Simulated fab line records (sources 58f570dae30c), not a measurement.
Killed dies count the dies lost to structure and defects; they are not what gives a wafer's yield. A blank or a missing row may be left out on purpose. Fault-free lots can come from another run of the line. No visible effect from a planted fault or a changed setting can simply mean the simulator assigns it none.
Lot-split experiment -- flow berkeley_cmos170 -- route with 331 steps; 5 lots, 23 wafers read

== SPLIT DETAILS ==
At UCB170_NSD_EXPOSE_03 (exposes mask NSELECT MOD, target cd 1200 nm), the setting dose_mj was moved away from the recipe's 30 on 7 of the 23 wafers read, by -6.6% to +3.6%. For the rest of the wafers, this setting stayed at what the recipe calls for.

== FROM THE SPLIT TO THE READING: what the file shows between them, 2 steps ==
- UCB170_NSD_PEB_04
- UCB170_NSD_DEVELOP_05: develop time 45 s

== THE READING ==
At UCB170_NSD_CD_MEAS_06: cd_nm in nanometres, against a target cd of 1200 nm. A value of 1200.0 nm with a standard deviation of 1.4 nm is what fault-free wafers of this fab line usually give.

wafer,"tool, chamber at the split",dose_mj as run,against the recipe,"cd_nm, nm",against lot-mates on the recipe
L074.1,"krf_scanner-02, 0",30,recipe,1199.1,-
L074.2,"krf_scanner-02, 0",30,recipe,1199.2,-
L074.3,"krf_scanner-02, 0",28.55,-4.8%,1191.5,-7.9
L074.4,"krf_scanner-02, 0",30,recipe,1199.9,-
L074.6,"krf_scanner-02, 0",28.55,-4.8%,1190.4,-9.0
L078.2,"krf_scanner-01, 0",30,recipe,1203.3,-
L078.3,"krf_scanner-01, 0",30,recipe,1202.2,-
L078.4,"krf_scanner-01, 0",30,recipe,1202.9,-
L078.5,"krf_scanner-01, 0",28.01,-6.6%,1191.4,-11.4
L078.6,"krf_scanner-01, 0",28.01,-6.6%,1190.9,-11.9
L075.1,"krf_scanner-01, 0",31.08,+3.6%,1205.1,+6.2
L075.3,"krf_scanner-01, 0",31.08,+3.6%,1206.0,+7.1
L075.4,"krf_scanner-01, 0",30,recipe,1198.5,-
L075.5,"krf_scanner-01, 0",30,recipe,1199.3,-
L075.6,"krf_scanner-01, 0",31.08,+3.6%,1206.5,+7.6
L077.1,"krf_scanner-02, 0",30,recipe,1201.3,-
L077.2,"krf_scanner-02, 0",30,recipe,1201.9,-
L077.3,"krf_scanner-02, 0",30,recipe,1200.9,-
L077.5,"krf_scanner-02, 0",30,recipe,1200.6,-
L077.6,"krf_scanner-02, 0",30,recipe,1202.0,-
L083.1,"krf_scanner-02, 0",30,recipe,1200.9,-
L083.2,"krf_scanner-02, 0",30,recipe,1200.7,-
L083.4,"krf_scanner-02, 0",30,recipe,1198.7,-

FIT RESULTS
A straight line over all 23 wafers: cd_nm changes by +1.58 nm for each +1% of dose_mj; r = +0.95; the points scatter about the line by 1.5 nm.
The same after taking each lot's own level away (the mean of its wafers on the recipe; 23 wafers): +1.8 nm for each +1%; r = +0.99; scatter 0.63 nm.
Per that fit: largest dose_mj move, reading shift of 12 nm.
The span of the lots' own levels, 1198.90 to 1202.80 nm, comes to 2.8 times the standard deviation stated above.
So the slope is not independent of the lot-to-lot level: the two fits are not the same.
Check: for one of the wafers moved furthest among these (-6.6%), held out of the fit, the line's prediction against its lot-mates is -12 nm. It came out at -11.4 nm against them.

== THESE WAFERS: OTHER SPLITS ==
Other splits were also applied to these wafers ahead of the reading. Each is held against what the fit with the lots' levels taken away leaves over:
other split on the same wafers,wafers away from the commonest value,r with cd_nm (lot level and that fit taken away)
UCB170_PSD_COAT_01 spin_rpm,8,+0.03

== FILE'S OWN FIT ==
cd_nm changes by +1.78 nm for each +1% of dose_mj, r = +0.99.
